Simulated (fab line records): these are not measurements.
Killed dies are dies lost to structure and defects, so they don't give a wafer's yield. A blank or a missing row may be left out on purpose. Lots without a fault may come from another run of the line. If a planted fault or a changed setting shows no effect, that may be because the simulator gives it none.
Lot-split experiment / flow ritCmos / 5 lots, 23 wafers read, on a route of 202 steps

ABOUT THE SPLIT
At RIT_GATE_OXIDATION_05 (target thk 3 nm, ox time 270 s), the setting tempC was moved away from the recipe's 900 C on 10 of the 23 wafers read, by -2.1% to +1.8%. All remaining wafers had this setting at the recipe value.

SPLIT TO READING: what lies between them in the file, 1 step
- RIT_GATE_ANNEAL_06: time 600 s

THE READING
GATE_OXIDE_THK, in nm, at RIT_GATE_THK_MEAS_07. A value of 2.99 nm with a standard deviation of 0.054 nm is what fault-free wafers of this fab line usually give.

wafer=L078.2; tool, chamber at the split=-, -; tempC as run, C=900; against the recipe=recipe; GATE_OXIDE_THK, nm=2.91; against lot-mates on the recipe=-
wafer=L078.3; tool, chamber at the split=-, -; tempC as run, C=900; against the recipe=recipe; GATE_OXIDE_THK, nm=2.90; against lot-mates on the recipe=-
wafer=L078.4; tool, chamber at the split=-, -; tempC as run, C=900; against the recipe=recipe; GATE_OXIDE_THK, nm=2.89; against lot-mates on the recipe=-
wafer=L078.5; tool, chamber at the split=-, -; tempC as run, C=900; against the recipe=recipe; GATE_OXIDE_THK, nm=2.90; against lot-mates on the recipe=-
wafer=L078.6; tool, chamber at the split=-, -; tempC as run, C=900; against the recipe=recipe; GATE_OXIDE_THK, nm=2.97; against lot-mates on the recipe=-
wafer=L079.1; tool, chamber at the split=-, -; tempC as run, C=880.9; against the recipe=-2.1%; GATE_OXIDE_THK, nm=2.35; against lot-mates on the recipe=no lot-mate on the recipe
wafer=L079.2; tool, chamber at the split=-, -; tempC as run, C=880.9; against the recipe=-2.1%; GATE_OXIDE_THK, nm=2.37; against lot-mates on the recipe=no lot-mate on the recipe
wafer=L079.3; tool, chamber at the split=-, -; tempC as run, C=880.9; against the recipe=-2.1%; GATE_OXIDE_THK, nm=2.34; against lot-mates on the recipe=no lot-mate on the recipe
wafer=L079.4; tool, chamber at the split=-, -; tempC as run, C=880.9; against the recipe=-2.1%; GATE_OXIDE_THK, nm=2.29; against lot-mates on the recipe=no lot-mate on the recipe
wafer=L079.6; tool, chamber at the split=-, -; tempC as run, C=880.9; against the recipe=-2.1%; GATE_OXIDE_THK, nm=2.34; against lot-mates on the recipe=no lot-mate on the recipe
wafer=L080.1; tool, chamber at the split=-, -; tempC as run, C=900; against the recipe=recipe; GATE_OXIDE_THK, nm=3.13; against lot-mates on the recipe=-
wafer=L080.2; tool, chamber at the split=-, -; tempC as run, C=900; against the recipe=recipe; GATE_OXIDE_THK, nm=3.04; against lot-mates on the recipe=-
wafer=L080.3; tool, chamber at the split=-, -; tempC as run, C=900; against the recipe=recipe; GATE_OXIDE_THK, nm=2.98; against lot-mates on the recipe=-
wafer=L080.4; tool, chamber at the split=-, -; tempC as run, C=900; against the recipe=recipe; GATE_OXIDE_THK, nm=3.08; against lot-mates on the recipe=-
wafer=L080.6; tool, chamber at the split=-, -; tempC as run, C=900; against the recipe=recipe; GATE_OXIDE_THK, nm=3.11; against lot-mates on the recipe=-
wafer=L083.1; tool, chamber at the split=-, -; tempC as run, C=916; against the recipe=+1.8%; GATE_OXIDE_THK, nm=3.65; against lot-mates on the recipe=no lot-mate on the recipe
wafer=L083.2; tool, chamber at the split=-, -; tempC as run, C=916; against the recipe=+1.8%; GATE_OXIDE_THK, nm=3.53; against lot-mates on the recipe=no lot-mate on the recipe
wafer=L083.3; tool, chamber at the split=-, -; tempC as run, C=916; against the recipe=+1.8%; GATE_OXIDE_THK, nm=3.64; against lot-mates on the recipe=no lot-mate on the recipe
wafer=L083.5; tool, chamber at the split=-, -; tempC as run, C=916; against the recipe=+1.8%; GATE_OXIDE_THK, nm=3.62; against lot-mates on the recipe=no lot-mate on the recipe
wafer=L083.6; tool, chamber at the split=-, -; tempC as run, C=916; against the recipe=+1.8%; GATE_OXIDE_THK, nm=3.60; against lot-mates on the recipe=no lot-mate on the recipe
wafer=L085.2; tool, chamber at the split=furnace-03, 0; tempC as run, C=900; against the recipe=recipe; GATE_OXIDE_THK, nm=2.95; against lot-mates on the recipe=-
wafer=L085.3; tool, chamber at the split=furnace-03, 0; tempC as run, C=900; against the recipe=recipe; GATE_OXIDE_THK, nm=2.92; against lot-mates on the recipe=-
wafer=L085.6; tool, chamber at the split=furnace-03, 0; tempC as run, C=900; against the recipe=recipe; GATE_OXIDE_THK, nm=2.94; against lot-mates on the recipe=-

FIT RESULTS
A straight line over all 23 wafers: GATE_OXIDE_THK changes by +0.324 nm for each +1% of tempC; r = +0.99; the points scatter about the line by 0.073 nm.
Too few moved wafers have a lot-mate on the recipe to fit a line with each lot's own level taken away.

THE WHOLE CHAIN: every reading that the file lists as answering this split, in the file's order
step=RIT_GATE_OXIDATION_05; what it does=target thk 3 nm, ox time 270 s; reading=SiO2_of_GATE_OXIDATION_05.thkNm (the simulator's own value, which no gauge read); change (the file's fit)=+0.329 nm for each +1% of the setting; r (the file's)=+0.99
step=RIT_GATE_THK_MEAS_07; what it does=; reading=GATE_OXIDE_THK; change (the file's fit)=+0.324 for each +1% of the setting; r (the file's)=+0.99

FILE'S OWN FIT
GATE_OXIDE_THK changes by +0.324 nm for each +1% of tempC, r = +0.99.
